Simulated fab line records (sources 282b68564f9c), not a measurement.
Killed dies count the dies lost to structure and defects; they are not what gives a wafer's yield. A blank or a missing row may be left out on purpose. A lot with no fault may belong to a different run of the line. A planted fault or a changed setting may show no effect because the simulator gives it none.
Which of the tools did it?    flow rit cmos    Sampling: 14 lots, 42 wafers, 2 of 202 route steps

== WHAT EACH GAUGE READ, for each wafer ==
The record holds no reading of a measuring or inspecting step that can be judged against a usual standard deviation.

== TOOL THAT RAN EACH LOT (tool first, then ch and the chambers of the sampled wafers, then the start) ==
lot   RIT_SILICIDE_RTA_04              RIT_M1_PROBE_99
L747  rtp anneal-01 ch 0, day 3 18:05  -
L748  rtp anneal-01 ch 0, day 3 18:12  -
L749  rtp anneal-02 ch 0, day 4 01:56  -
L750  rtp anneal-01 ch 0, day 4 05:19  -
L753  rtp anneal-02 ch 0, day 4 16:07  -
L754  rtp anneal-01 ch 0, day 5 00:33  -
L755  rtp anneal-02 ch 0, day 5 11:58  prober-01, day 5 18:32
L757  rtp anneal-02 ch 0, day 5 21:48  -
L762  rtp anneal-01 ch 0, day 7 00:08  -
L763  rtp anneal-01 ch 0, day 7 07:36  -
L764  rtp anneal-01 ch 0, day 7 08:03  -
L766  rtp anneal-01 ch 0, day 7 12:37  -
L765  rtp anneal-01 ch 0, day 7 12:46  -
L768  rtp anneal-01 ch 0, day 8 01:02  -
- RIT_SILICIDE_RTA_04: time 10 s, ramp up 5 s, ramp down 5 s.
- RIT_M1_PROBE_99

== WHAT THE TOOLS THEMSELVES READ (means of the sampled wafers that have a number; where no wafer has one, the mark that the record gives instead) ==
RIT_SILICIDE_RTA_04.
lot   tool           wafer_temp_C_max
L747  rtp anneal-01  653.0
L748  rtp anneal-01  653.2
L749  rtp anneal-02  653.2
L750  rtp anneal-01  653.8
L753  rtp anneal-02  653.9
L754  rtp anneal-01  653.1
L755  rtp anneal-02  593.3
L757  rtp anneal-02  593.5
L762  rtp anneal-01  653.5
L763  rtp anneal-01  653.7
L764  rtp anneal-01  653.4
L766  rtp anneal-01  653.3
L765  rtp anneal-01  653.9
L768  rtp anneal-01  653.8

RIT_M1_PROBE_99.
lot   tool       killed at contacts  killed at front end  killed dies  killed open  killed short
L755  prober-01  0.0                 9                    9            4.7          4.7

== THE ANSWER, worked out from the rows above alone ==
Rule: what is usual is taken from the lots themselves. Put in order of their means at a reading, lots are off if they are a third of the lots or fewer, leave a main group of 4 or more, and stand apart from it by a gap of 3 or more times the standard deviation of the main group's means; of several such gaps the widest counts. If all means in a main group match to the digits the tables above print for the reading, that group is not used. A lot without any number at a reading at which 4 lots or more have one is off too. Any other lot the step has rows for is counted as sound. The gauges are gone through in route order, then the tools' own readings, and for those a lot's mean is taken as printed above. The first step at which some lot is off is used, and at that step the reading that is off furthest; a lot without a number counts as furthest.
Off: L755, L757 (RIT_SILICIDE_RTA_04, wafer_temp_C_max). The main group has a mean of 653.5 with a standard deviation of 0.31.
A tool fits if, at that step or a process step before it, it ran every lot that is off, and no sound lot after the first of them. One fits: RIT_SILICIDE_RTA_04 on rtp anneal-02. Its last sound lot is L753 (day 4 16:07), its first lot that is off L755 (day 5 11:58): a fault that began between those two fits.
The tool's own readings at RIT_SILICIDE_RTA_04 bear it out: on the lots that are off they differ by more than 5 times the standard deviation of the sound lots' means. wafer_temp_C_max reads 593.4 there against 653.5 on the sound lots.

== WHAT HAD BEEN PUT IN BY THE SIMULATOR ==
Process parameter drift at RIT_SILICIDE_RTA_04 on rtp anneal-02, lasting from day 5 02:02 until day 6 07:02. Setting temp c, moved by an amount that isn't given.
Struck lots among those shown: L755, L757. This agrees with what the rule above found.
